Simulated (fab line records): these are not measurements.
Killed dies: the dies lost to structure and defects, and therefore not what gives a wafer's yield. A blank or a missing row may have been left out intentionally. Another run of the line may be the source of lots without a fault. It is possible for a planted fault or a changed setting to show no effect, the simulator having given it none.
Which tool did it? / flow rit cmos / route of 202 steps, sampled at 1 step: 14 lots, 42 wafers

== WHAT THE GAUGES SHOWED, per wafer ==
No reading from a measuring or inspecting step in the record can be judged against a usual standard deviation.

== WHICH TOOL RAN EACH LOT (tool, then ch and the chambers of the sampled wafers, then the start) ==
lot=L234; RIT_SPACER_ETCHBACK_05=rie diel-01 ch 0,1,2, day 3 09:23
lot=L235; RIT_SPACER_ETCHBACK_05=rie diel-01 ch 0,1,3, day 3 22:23
lot=L236; RIT_SPACER_ETCHBACK_05=rie diel-01 ch 0,2,3, day 4 10:59
lot=L237; RIT_SPACER_ETCHBACK_05=rie diel-04 ch 0,1, day 4 14:54
lot=L238; RIT_SPACER_ETCHBACK_05=rie diel-03 ch 1,2,3, day 4 17:30
lot=L239; RIT_SPACER_ETCHBACK_05=rie diel-01 ch 2,3, day 4 23:14
lot=L240; RIT_SPACER_ETCHBACK_05=rie diel-03 ch 1,2, day 4 23:25
lot=L242; RIT_SPACER_ETCHBACK_05=rie diel-04 ch 0,1,2, day 5 18:01
lot=L244; RIT_SPACER_ETCHBACK_05=rie diel-03 ch 0,1, day 5 22:35
lot=L243; RIT_SPACER_ETCHBACK_05=rie diel-03 ch 0,1, day 6 02:19
lot=L247; RIT_SPACER_ETCHBACK_05=rie diel-04 ch 0,1,3, day 6 08:07
lot=L250; RIT_SPACER_ETCHBACK_05=rie diel-01 ch 0,2, day 6 21:24
lot=L253; RIT_SPACER_ETCHBACK_05=rie diel-04 ch 0,3, day 7 01:18
lot=L256; RIT_SPACER_ETCHBACK_05=rie diel-04 ch 0,1,2, day 7 16:17
- RIT_SPACER_ETCHBACK_05: etches Si3N4 in SF6/CHF3, stops on SiO2, target depth 250 nm, time 240 s.

== WHAT THE TOOLS THEMSELVES READ (means of the sampled wafers that have a number; where no wafer has one, the mark that the record gives instead) ==
RIT_SPACER_ETCHBACK_05.
lot=L234; tool=rie diel-01; drypump motor current A (A)=5.7; oes product au (a.u.)=0.830; run length s (s)=268.4; throttle valve pct (%)=10.24
lot=L235; tool=rie diel-01; drypump motor current A (A)=5.5; oes product au (a.u.)=0.837; run length s (s)=268.2; throttle valve pct (%)=10.18
lot=L236; tool=rie diel-01; drypump motor current A (A)=6.0; oes product au (a.u.)=0.840; run length s (s)=268.0; throttle valve pct (%)=10.22
lot=L237; tool=rie diel-04; drypump motor current A (A)=6.1; oes product au (a.u.)=0.846; run length s (s)=268.1; throttle valve pct (%)=10.50
lot=L238; tool=rie diel-03; drypump motor current A (A)=5.3; oes product au (a.u.)=0.822; run length s (s)=268.3; throttle valve pct (%)=10.38
lot=L239; tool=rie diel-01; drypump motor current A (A)=6.1; oes product au (a.u.)=0.841; run length s (s)=268.0; throttle valve pct (%)=10.26
lot=L240; tool=rie diel-03; drypump motor current A (A)=5.6; oes product au (a.u.)=0.832; run length s (s)=268.4; throttle valve pct (%)=10.49
lot=L242; tool=rie diel-04; drypump motor current A (A)=6.0; oes product au (a.u.)=0.844; run length s (s)=267.9; throttle valve pct (%)=10.43
lot=L244; tool=rie diel-03; drypump motor current A (A)=5.4; oes product au (a.u.)=0.981; run length s (s)=240.1; throttle valve pct (%)=10.49
lot=L243; tool=rie diel-03; drypump motor current A (A)=5.3; oes product au (a.u.)=0.977; run length s (s)=239.8; throttle valve pct (%)=10.42
lot=L247; tool=rie diel-04; drypump motor current A (A)=5.9; oes product au (a.u.)=0.832; run length s (s)=268.1; throttle valve pct (%)=10.42
lot=L250; tool=rie diel-01; drypump motor current A (A)=6.2; oes product au (a.u.)=0.836; run length s (s)=268.5; throttle valve pct (%)=10.26
lot=L253; tool=rie diel-04; drypump motor current A (A)=6.1; oes product au (a.u.)=0.848; run length s (s)=268.1; throttle valve pct (%)=10.53
lot=L256; tool=rie diel-04; drypump motor current A (A)=6.0; oes product au (a.u.)=0.841; run length s (s)=268.2; throttle valve pct (%)=10.43

== THE ANSWER, worked out from the rows above alone ==
Rule: usual is defined by the lots themselves. Put in order of their means at a reading, lots are off if they are a third of the lots or fewer, leave a main group of 4 or more, and stand apart from it by a gap of 3 or more times the standard deviation of the main group's means; of several such gaps the widest counts. The tables above print the reading to a certain number of digits; a main group whose means all agree to those digits is not used. A lot without any number at a reading at which 4 lots or more have one is off too. Any other lot the step has rows for is counted as sound. The gauges are gone through in route order, then the tools' own readings, and for those a lot's mean is taken as printed above. The first step at which some lot is off is used, and at that step the reading that is off furthest; a lot without a number counts as furthest.
Off: L244, L243 (RIT_SPACER_ETCHBACK_05, run length s). The main group: mean 268.2 s, standard deviation 0.18.
If a tool, at that step or one of the process steps before it, ran each lot that is off and ran no sound lot following the first of them, it fits. One candidate fits, namely rie diel-03 at RIT_SPACER_ETCHBACK_05. Its last sound lot is L240 (day 4 23:25), its first lot that is off L244 (day 5 22:35): a fault that began between those two fits.
The tool's own readings at RIT_SPACER_ETCHBACK_05 bear it out: on the lots that are off they differ by more than 5 times the standard deviation of the sound lots' means. oes product au reads 0.979 a.u. there against 0.837 a.u. on the sound lots; run length s reads 239.9 s there against 268.2 s on the sound lots.

== WHAT THE SIMULATOR PUT IN ==
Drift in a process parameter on rie diel-03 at RIT_SPACER_ETCHBACK_05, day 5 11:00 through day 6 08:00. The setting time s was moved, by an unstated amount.
Lots struck among those shown: L244, L243. The same result came from the rule above.
